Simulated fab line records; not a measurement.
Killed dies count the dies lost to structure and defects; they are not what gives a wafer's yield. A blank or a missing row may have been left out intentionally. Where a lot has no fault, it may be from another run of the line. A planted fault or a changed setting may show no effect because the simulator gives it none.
Struck lot and sound lot, side by side ; flow ritCmos ; 43 out of 202 route steps
Sound: the wafers L303.2, L303.3, L303.6. Struck: wafer L310.2 (left out: L310.1, L310.4 of the same lot, which were not struck); the cause appears at the end.
Order at every step that has rows: each side's tool, ch and its chambers, its first start. Under that, the readings that differ: sound wafers ; struck wafers ; difference of the means ; sigmas: that difference in standard deviations of wafers without a fault.
alike: readings whose means differ by less than 2 such deviations, and words and numbers that are the same on both sides. not compared: withheld readings, readings that some wafer has no value for, bounds like >300 that may hide the same value, and numbers for which the record gives no deviation and whose values overlap.
The two part at a step that has a row with sigmas, a row that says differs or no value, or rows on one side only. Non-overlapping numbers with no deviation appear without sigmas and do not part them. A reading missing from all wafers of one side parts the sides only when that side holds two or more wafers.

first, 1 step without rows for these wafers: RIT_SPACER_CVD_03 (deposits Si3N4 from SiH2Cl2/NH3, target thk 250 nm, time 3300 s).
RIT_SPACER_THK_MEAS_04:
  sound on filmMetro-01, day 3 04:22; struck on filmMetro-01, day 4 11:32
  alike: SPACER_NITRIDE_THK
RIT_SPACER_ETCHBACK_05: etches Si3N4 in SF6/CHF3, stops on SiO2, target depth 250 nm, time 240 s.
  sound on rieDiel-03 ch 1,3, day 3 04:25; struck on rieDiel-04 ch 1, day 4 11:36
  alike: drypumpMotorCurrentA, oesProductAu, throttleValvePct
  not compared: rfHoursCounterH
then, 6 steps without rows for these wafers: RIT_NSD_HMDS_00 (prime time 60 s); RIT_NSD_COAT_01 (resist thk 1000 nm); RIT_NSD_SOFTBAKE_02 (time 60 s); RIT_NSD_EXPOSE_03 (exposes mask M9, target cd 40700 nm); RIT_NSD_PEB_04; RIT_NSD_DEVELOP_05 (develop time 50 s).
RIT_NSD_OVL_MEAS_06:
  sound on overlay-01, day 3 05:37; struck on overlay-01, day 4 12:44
  alike: NSD_OVL
then, 2 steps without rows for these wafers: RIT_NSD_HARDBAKE_07 (time 60 s); RIT_NSD_IMPLANT_08.
RIT_NSD_STRIP_09: strips in O2, time 180 s.
  sound on plasmaAsher-03 ch 0,1, day 3 05:57; struck on plasmaAsher-04 ch 0, day 4 13:04
reading;sound;struck;difference;sigmas
drypumpMotorCurrentA (A);5.6 5.6 5.7;6.6;+1.0;+2
  not compared: rfHoursCounterH
RIT_NSD_TW_MEAS_10:
  sound on filmMetro-04, day 3 06:08; struck on filmMetro-03, day 4 13:14
  alike: NSD_TW
then, 6 steps without rows for these wafers: RIT_PSD_HMDS_00 (prime time 60 s); RIT_PSD_COAT_01 (resist thk 1000 nm); RIT_PSD_SOFTBAKE_02 (time 60 s); RIT_PSD_EXPOSE_03 (exposes mask M10, target cd 40900 nm); RIT_PSD_PEB_04; RIT_PSD_DEVELOP_05 (develop time 50 s).
RIT_PSD_OVL_MEAS_06:
  sound on overlay-02, day 3 07:10; struck on overlay-01, day 4 14:16
  alike: PSD_OVL
then, 2 steps without rows for these wafers: RIT_PSD_HARDBAKE_07 (time 60 s); RIT_PSD_IMPLANT_08.
RIT_PSD_STRIP_09: strips in O2, time 180 s.
  sound on plasmaAsher-04 ch 0,1, day 3 07:30; struck on plasmaAsher-03 ch 1, day 4 14:37
  alike: drypumpMotorCurrentA
  not compared: rfHoursCounterH
RIT_PSD_TW_MEAS_10:
  sound on filmMetro-02, day 3 07:41; struck on filmMetro-03, day 4 14:47
  alike: PSD_TW
then, 3 steps without rows for these wafers: RIT_SDANNEAL_CLEAN_00 (cleans in SC1, time 600 s); RIT_SDANNEAL_CLEAN_01 (cleans in dHF, time 30 s); RIT_SDANNEAL_CLEAN_02 (cleans in SC2, time 600 s).
RIT_SDANNEAL_RTA_03: time 5 s.
  sound on rtpAnneal-02 ch 0, day 3 08:07; struck on rtpAnneal-01 ch 0, day 4 15:13
  alike: wafer_temp_C_max
RIT_SDANNEAL_RS_MEAS_04: a four-point-probe measurement.
  sound on filmMetro-03, day 3 08:11; struck on filmMetro-04, day 4 15:16
  alike: PSD_RS
RIT_SDANNEAL_RS_MEAS_05: a four-point-probe measurement.
  sound on filmMetro-03, day 3 08:18; struck on filmMetro-04, day 4 15:23
  alike: NSD_RS
RIT_SDANNEAL_RS_MEAS_06: a four-point-probe measurement.
  sound on filmMetro-03, day 3 08:25; struck on filmMetro-04, day 4 15:31
  alike: PLDD_RS
RIT_SDANNEAL_RS_MEAS_07: a four-point-probe measurement.
  sound on filmMetro-03, day 3 08:32; struck on filmMetro-04, day 4 15:38
reading;sound;struck;difference;sigmas
NLDD_RS (ohm/sq);151.3 151.1 151.3;152.5;+1.3;+3
then, 1 step without rows for these wafers: RIT_SILICIDE_WET_ETCH_00 (etches SiO2 in BOE, target depth 14 nm, time 15 s).
RIT_SILICIDE_SPUTTER_01: material Ti, target thk 30 nm, time 240 s.
  sound on pvdSputter-03, day 3 08:39; struck on pvdSputter-02, day 4 15:46
  alike: throttleValvePct
RIT_SILICIDE_RS_MEAS_02: a four-point-probe measurement.
  sound on filmMetro-02, day 3 08:49; struck on filmMetro-01, day 4 15:55
reading;sound;struck;difference;sigmas
SILICIDE_TI_RS (ohm/sq);48.4 48.9 48.5;47.2;-1.4;-2
RIT_SILICIDE_THK_MEAS_03: measures by xrf.
  sound on filmMetro-02, day 3 08:56; struck on filmMetro-01, day 4 16:02
  alike: SILICIDE_TI_THK
then, 2 steps without rows for these wafers: RIT_SILICIDE_RTA_04 (time 10 s, ramp up 5 s, ramp down 5 s); RIT_SILICIDE_WET_ETCH_05 (etches Ti in SPM, time 120 s).
RIT_SILICIDE_RTA_06: time 10 s, ramp up 5 s, ramp down 10 s.
  sound on rtpAnneal-02 ch 0, day 3 09:10; struck on rtpAnneal-01 ch 0, day 4 16:12
  alike: wafer_temp_C_max
then, 1 step without rows for these wafers: RIT_CONTACT_CVD_00 (deposits SiO2 from TEOS, target thk 400 nm, time 61 s).
RIT_CONTACT_THK_MEAS_01:
  sound on filmMetro-04, day 3 09:17; struck on filmMetro-04, day 4 16:19
  alike: CONTACT_TEOS_THK
RIT_M1_PROBE_99:
  sound on prober-01, day 3 15:57; struck on prober-02, day 4 22:41
reading;sound;struck;difference;sigmas
hold;- - -;awaitDispo/3.3h/release;no value on the sound wafers;
killedAtFrontEnd;3 6 6;18;+13;+5
killedDies;3 6 6;18;+13;+5
killedOnRim;2 1 1;10;+9;+7
  alike: killedAtContacts, killedOpen, killedShort

WHERE THEY PART
First at RIT_NSD_STRIP_09; last, within this record, at RIT_M1_PROBE_99.

WHY: what had been put in by the simulator
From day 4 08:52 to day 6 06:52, plasmaAsher-04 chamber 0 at RIT_NSD_STRIP_09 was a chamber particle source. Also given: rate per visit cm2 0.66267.
